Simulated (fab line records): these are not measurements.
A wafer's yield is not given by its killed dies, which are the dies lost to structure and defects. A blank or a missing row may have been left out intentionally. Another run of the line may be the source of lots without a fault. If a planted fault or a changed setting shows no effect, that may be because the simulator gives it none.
Split-lot trial    flow berkeley cmos170    on a route of 331 steps: 5 lots, 23 wafers read

## THE SPLIT ITSELF
At UCB170_PWELL_CVD_05 (deposits Si3N4 from SiH2Cl2/NH3, target thk 220 nm, time 3300 s), the setting sih2cl2 flow sccm was moved away from the recipe's 25 sccm on 15 of the 23 wafers read, by -11.4% to +9.8%. The other wafers ran this setting at the recipe's value.

Split to reading: the file shows no intervening step.

## THE READING
PWELL_NITRIDE_THK at UCB170_PWELL_THK_MEAS_06, in nm. Fault-free wafers of this fab line usually give 219.4 nm, standard deviation 1.4 nm.

wafer   tool, chamber at the split  sih2cl2 flow sccm as run, sccm  against the recipe  PWELL_NITRIDE_THK, nm  against lot-mates on the recipe
L079.1  -, -                        25                              recipe              219.1                  -
L079.2  -, -                        25                              recipe              219.7                  -
L079.4  -, -                        25                              recipe              218.9                  -
L079.5  -, -                        25                              recipe              217.3                  -
L079.6  -, -                        25                              recipe              218.4                  -
L080.1  lpcvd-01, 1                 25                              recipe              219.0                  -
L080.2  lpcvd-01, 1                 25                              recipe              218.8                  -
L080.5  lpcvd-01, 1                 25                              recipe              220.0                  -
L081.1  -, -                        27.46                           +9.8%               224.3                  no lot-mate on the recipe
L081.2  -, -                        27.46                           +9.8%               223.8                  no lot-mate on the recipe
L081.4  -, -                        27.46                           +9.8%               224.5                  no lot-mate on the recipe
L081.5  -, -                        27.46                           +9.8%               225.2                  no lot-mate on the recipe
L081.6  -, -                        27.46                           +9.8%               223.8                  no lot-mate on the recipe
L082.1  -, -                        26.92                           +7.7%               224.2                  no lot-mate on the recipe
L082.2  -, -                        26.92                           +7.7%               221.2                  no lot-mate on the recipe
L082.3  -, -                        26.92                           +7.7%               225.7                  no lot-mate on the recipe
L082.4  -, -                        26.92                           +7.7%               224.1                  no lot-mate on the recipe
L082.5  -, -                        26.92                           +7.7%               221.9                  no lot-mate on the recipe
L084.1  -, -                        22.16                           -11.4%              212.7                  no lot-mate on the recipe
L084.2  -, -                        22.16                           -11.4%              214.1                  no lot-mate on the recipe
L084.3  -, -                        22.16                           -11.4%              212.1                  no lot-mate on the recipe
L084.5  -, -                        22.16                           -11.4%              210.0                  no lot-mate on the recipe
L084.6  -, -                        22.16                           -11.4%              211.0                  no lot-mate on the recipe

THE FIT
A straight line over all 23 wafers: PWELL_NITRIDE_THK changes by +0.588 nm for each +1% of sih2cl2 flow sccm; r = +0.97; the points scatter about the line by 1.2 nm.
Too few moved wafers with a lot-mate on the recipe to fit a line net of each lot's own level.

## THE WHOLE CHAIN: every reading that the file lists as answering this split, in the file's order
step                      what it does                                                                reading                                                                        change (the file's fit)                r (the file's)
UCB170_PWELL_CVD_05       deposits Si3N4 from SiH2Cl2/NH3, target thk 220 nm, time 3300 s             Si3N4_of_PWELL_CVD_05.thk nm (the simulator's own value, which no gauge read)  +0.588 nm for each +1% of the setting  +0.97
UCB170_PWELL_THK_MEAS_06                                                                              PWELL_NITRIDE_THK                                                              +0.588 for each +1% of the setting     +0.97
UCB170_PWELL_ETCH_14      etches Si3N4 in CH3F/Ar/O2, stops on SiO2, target depth 242 nm, time 151 s  etch.depth nm (the simulator's own value, which no gauge read)                 +0.585 nm for each +1% of the setting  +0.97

## FILE'S OWN FIT
PWELL_NITRIDE_THK changes by +0.588 nm for each +1% of sih2cl2 flow sccm, r = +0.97.
